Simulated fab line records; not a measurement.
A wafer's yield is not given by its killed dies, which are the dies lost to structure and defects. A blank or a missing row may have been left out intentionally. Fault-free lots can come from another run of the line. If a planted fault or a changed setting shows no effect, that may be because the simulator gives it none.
Problem report, 8D (eight disciplines) form, completed by code :: flow berkeley cmos170 :: the parts of the form that need people (team, actions taken, sign-off) are left out

1. WHAT IS WRONG
run length s at UCB170_BACKSIDE_SOFTBAKE_02 reads a mean of 96.16 s on 6 wafers of 2 lots; wafers without a fault read 89.20 s with a standard deviation of 0.15. Measured from the usual mean, that is +46 standard deviations.
The step: time 60 s.
First observed at day 10 20:59: wafer L381.3, on litho track-03. Wafers with a number at this step in the record: 42, from 14 lots. The rule behind "out" and "out of limits": a value lying over 4 standard deviations away from the usual mean. The rest of the wafers with a number are treated as sound.

2. WHAT THIS IS AND IS NOT
question: which readings at this step
is: run length s
is not: -

question: which lots
is: L381, L383
is not: L365, L366, L367, L368, L371, L372, L373, L374, L375, L377, L378, L387

question: which wafers of those lots
is: all that have a number
is not: -

question: read on which tools
is: litho track-03
is not: litho track-02, litho track-04

question: when
is: from day 10 20:59
is not: up to then (33 sound wafers); but 3 sound wafers of L387 came after

3. WHAT RULES OUT EACH SUSPECT
Counting: a tool stays on the suspect list if, at a process step up to the reading, it processed all lots that are out and no sound lot following the first of them.
- litho track-03 at UCB170_BACKSIDE_SOFTBAKE_02 (time 60 s): kept. It ran every lot that is out, first L381 (day 10 20:59), and no sound lot after that; its last sound lot up to then is L377 (day 10 14:07). Out on those wafers are its own readings of run length s.
After counting, what remains is litho track-03 at UCB170_BACKSIDE_SOFTBAKE_02.

4. THE CAUSE (what the simulator had put in)
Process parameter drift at UCB170_BACKSIDE_SOFTBAKE_02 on litho track-03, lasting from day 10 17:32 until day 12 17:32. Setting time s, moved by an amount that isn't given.
Counting left only this tool.

5. THE CHAIN OF EFFECTS, in route order
One row per reading whose mean, taken over the struck wafers that have a number, lies over 3 standard deviations from the usual. Scope: only readings with a usual standard deviation given in the record; hours: median across lots of the time from each lot's start at the first step in this table that gives one to its start at this step; sigmas: change in usual standard deviations.
hours: 0
step: UCB170_BACKSIDE_SOFTBAKE_02
reading: run length s
usual: 89.20 s
on struck wafers: 96.16
change: +6.95
sigmas: +46
Its process steps:
- UCB170_BACKSIDE_SOFTBAKE_02: time 60 s.

6. WHAT WOULD HAVE CAUGHT IT SOONER
In this record the first reading out of limits was taken at day 10 20:59, 3 hours after the fault began at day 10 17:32.
